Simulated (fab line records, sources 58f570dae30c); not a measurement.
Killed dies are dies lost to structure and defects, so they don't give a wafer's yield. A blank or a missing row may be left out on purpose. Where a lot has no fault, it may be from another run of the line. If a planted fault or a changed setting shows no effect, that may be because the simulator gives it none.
Tool commonality check ; flow berkeley-cmos170 ; 13 lots and 39 wafers in the sample

WHY IT WAS OPENED
Flagged at UCB170_M1_CD_MEAS_09: reading cd-nm, on 1 of 13 lots. Wafers without a fault read 700.1 nm, standard deviation 1.3.
Rule: flag the lot when none of its wafers has a number, or when each of its wafers that has one lies beyond 4 standard deviations from that mean. All remaining lots are regarded as sound.

lot;measured;on;cd-nm (nm), wafer by wafer;flag
L799;day 7 22:31;cd-sem-02;698.6 698.9 699.5;
L800;day 7 23:55;cd-sem-02;700.0 700.9 701.5;
L801;day 8 00:15;cd-sem-02;701.1 702.4 700.2;
L802;day 8 20:19;cd-sem-02;702.2 702.2 702.7;
L804;day 9 03:23;cd-sem-02;701.4 698.7 699.6;
L803;day 9 04:40;cd-sem-02;701.1 699.0 701.3;
L809;day 10 00:15;cd-sem-01;615.1 615.4 614.4;FLAGGED
L808;day 10 04:47;cd-sem-01;698.0 700.1 699.9;
L814;day 11 02:29;cd-sem-01;701.5 701.5 701.3;
L813;day 11 06:04;cd-sem-02;700.0 698.5 698.9;
L819;day 11 15:50;cd-sem-01;699.1 699.3 700.6;
L818;day 11 16:00;cd-sem-02;699.7 703.9 703.5;
L820;day 12 12:10;cd-sem-01;700.0 700.5 700.3;
The mean of the flagged lots' numbers is 615.0 nm, -85.1 nm from the usual (-65 standard deviations).

TOOL THAT RAN EACH LOT
The record holds 1 process step before the reading, out of a route of 331 steps. In each cell: the tool, then ch and the chambers that the sampled wafers went through, then the start.
lot;flag;UCB170_M1_EXPOSE_06
L799;;krf-scanner-01 ch 0, day 7 22:01
L800;;krf-scanner-02 ch 0, day 7 23:31
L801;;krf-scanner-01 ch 0, day 7 23:52
L802;;krf-scanner-01 ch 0, day 8 19:52
L804;;krf-scanner-01 ch 0, day 9 03:00
L803;;krf-scanner-01 ch 0, day 9 04:09
L809;FLAGGED;krf-scanner-01 ch 0, day 9 22:50
L808;;krf-scanner-01 ch 0, day 10 04:24
L814;;krf-scanner-01 ch 0, day 11 01:39
L813;;krf-scanner-01 ch 0, day 11 05:41
L819;;krf-scanner-02 ch 0, day 11 15:06
L818;;krf-scanner-01 ch 0, day 11 15:22
L820;;krf-scanner-01 ch 0, day 12 11:20
What these steps do:
- UCB170_M1_EXPOSE_06: exposes mask METAL1, target cd 700 nm.
- UCB170_M1_CD_MEAS_09: target cd 700 nm.

FLAGGED OVER TOTAL, TOOL BY TOOL (the gauges that took the reading come last)
step;tool;lots run;flagged;share of the flagged lots;sound lots run after its first flagged lot
UCB170_M1_EXPOSE_06;krf-scanner-01;11;1;all;5 (L808,L814,L813,L818,L820)
UCB170_M1_EXPOSE_06;krf-scanner-02;2;0;none;-
UCB170_M1_CD_MEAS_09;cd-sem-01;5;1;all;4 (L808,L814,L819,L820)
UCB170_M1_CD_MEAS_09;cd-sem-02;8;0;none;-

THE TABLE: WHAT IT ALLOWS
2 rows of the table ran every flagged lot: krf-scanner-01 at UCB170_M1_EXPOSE_06, cd-sem-01 at UCB170_M1_CD_MEAS_09.
- krf-scanner-01 at UCB170_M1_EXPOSE_06: 1 of its 11 lots flagged. After the first flagged lot (L808, L814, L813, L818, L820), sound lots still ran on it; a lasting fault on the whole tool would not permit that.
- cd-sem-01 at UCB170_M1_CD_MEAS_09: 1 of its 5 lots flagged. After the first flagged lot (L808, L814, L819, L820), sound lots still ran on it; a lasting fault on the whole tool would not permit that.
Not one row of the table ran every flagged lot while running no sound lot after the first.

WHAT HAD BEEN PUT IN BY THE SIMULATOR
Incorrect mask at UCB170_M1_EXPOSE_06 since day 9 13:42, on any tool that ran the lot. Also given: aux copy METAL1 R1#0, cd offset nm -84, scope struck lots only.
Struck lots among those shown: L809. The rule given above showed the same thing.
